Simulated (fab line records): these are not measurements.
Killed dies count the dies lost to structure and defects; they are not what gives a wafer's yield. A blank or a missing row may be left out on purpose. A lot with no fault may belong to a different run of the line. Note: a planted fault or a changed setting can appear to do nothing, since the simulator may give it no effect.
Which tool did it? -- flow berkeleyCmos170 -- 15 lots, 45 wafers sampled, at 3 steps of a route of 331

WHAT THE GAUGES SHOWED, per wafer
UCB170_START_THK_MEAS_03. Usual: START_OXIDE_THK gives 20.2 nm (standard deviation 0.32).
lot,measured,on,START_OXIDE_THK (nm),flag
L476,day 1 12:05,filmMetro-03,20.2 20.4 20.6,
L477,day 1 21:40,filmMetro-04,19.9 19.6 20.1,
L479,day 2 03:07,filmMetro-03,19.8 20.1 19.8,
L478,day 2 03:08,filmMetro-02,20.1 19.5 19.9,
L480,day 2 11:38,filmMetro-03,20.1 20.0 19.8,
L483,day 3 07:11,filmMetro-04,20.0 20.1 19.9,
L485,day 3 13:32,filmMetro-04,20.1 20.4 20.4,
L486,day 3 16:17,filmMetro-04,20.0 20.2 20.1,
L488,day 4 02:23,filmMetro-02,20.1 20.1 20.2,
L489,day 4 06:28,filmMetro-04,20.3 20.4 20.3,
L490,day 4 13:19,filmMetro-04,20.5 20.7 20.6,
L491,day 4 17:31,filmMetro-04,19.8 20.7 20.3,
L496,day 5 20:16,filmMetro-04,19.6 19.8 19.4,
L497,day 5 23:08,filmMetro-02,20.0 19.7 19.7,
L498,day 6 05:07,filmMetro-04,20.4 20.6 20.4,

UCB170_NWELL_THK_MEAS_02. Usual: NWELL_OXIDE_THK gives 26.6 nm (standard deviation 0.44).
lot,measured,on,NWELL_OXIDE_THK (nm),flag
L476,day 1 23:01,filmMetro-03,26.6 26.4 26.6,
L477,day 2 13:34,filmMetro-03,26.1 26.7 26.0,
L479,day 2 13:33,filmMetro-04,26.1 26.0 26.5,
L478,day 2 13:34,filmMetro-01,27.0 26.4 27.2,
L480,day 3 04:19,filmMetro-03,27.0 26.7 27.0,
L483,day 3 19:34,filmMetro-04,26.6 26.8 26.4,
L485,day 4 01:42,filmMetro-04,26.8 26.9 26.1,
L486,day 4 01:43,filmMetro-01,26.1 26.1 25.7,
L488,day 4 11:55,filmMetro-03,26.7 26.9 26.7,
L489,day 4 11:55,filmMetro-04,26.9 26.7 27.0,
L490,day 5 03:59,filmMetro-04,26.2 26.1 26.2,
L491,day 5 03:57,filmMetro-01,26.2 26.7 26.7,
L496,day 6 09:58,filmMetro-03,26.3 26.3 26.2,
L497,day 6 09:59,filmMetro-01,26.3 26.4 26.7,
L498,day 6 22:19,filmMetro-04,26.6 26.7 26.9,

UCB170_PWELL_TW_MEAS_17. Usual: PWELL_TW gives 378 (standard deviation 4.4).
lot,measured,on,PWELL_TW,flag
L476,day 3 05:12,filmMetro-02,371 369 371,
L477,day 3 23:35,filmMetro-02,372 374 373,
L479,day 3 23:38,filmMetro-03,382 383 381,
L478,day 3 23:06,filmMetro-03,383 382 381,
L480,day 4 10:17,filmMetro-03,385 384 384,
L483,day 4 22:25,filmMetro-03,385 385 384,
L485,day 5 06:10,filmMetro-02,374 374 373,
L486,day 5 05:43,filmMetro-01,383 383 381,
L488,day 5 15:20,filmMetro-01,381 379 381,
L489,day 5 15:13,filmMetro-02,372 372 373,
L490,day 6 10:52,filmMetro-01,381 382 381,
L491,day 6 10:12,filmMetro-03,383 382 384,
L496,day 8 03:43,filmMetro-03,380 382 381,
L497,day 8 04:01,filmMetro-03,382 382 380,
L498,day 8 10:32,filmMetro-02,375 372 373,

EACH LOT AND THE TOOL THAT RAN IT (in order: tool; ch and the chambers of the sampled wafers; start)
The record shows no process step preceding these readings.

AS READ BY THE TOOLS THEMSELVES (means over the sampled wafers that have a number; for cases with no such wafer, the mark the record gives instead)
The record holds no such reading with a usual standard deviation.

THE ANSWER, worked out from the rows above alone
Rule: a lot is off if the mean of its wafers that have a number lies more than 3 standard deviations from the usual mean. Also off: a lot with no number at a reading for which 4 or more lots have one. Any other lot the step has rows for is counted as sound. After the gauges, taken in route order, come the tools' own readings; for these a lot's mean is taken, as printed above. At the first step where some lot is off, the reading lying furthest off is the one used; lots without a number count as furthest.
Across all readings shown, no lot is off: no conclusion can be drawn from this.

WHAT HAD BEEN PUT IN BY THE SIMULATOR
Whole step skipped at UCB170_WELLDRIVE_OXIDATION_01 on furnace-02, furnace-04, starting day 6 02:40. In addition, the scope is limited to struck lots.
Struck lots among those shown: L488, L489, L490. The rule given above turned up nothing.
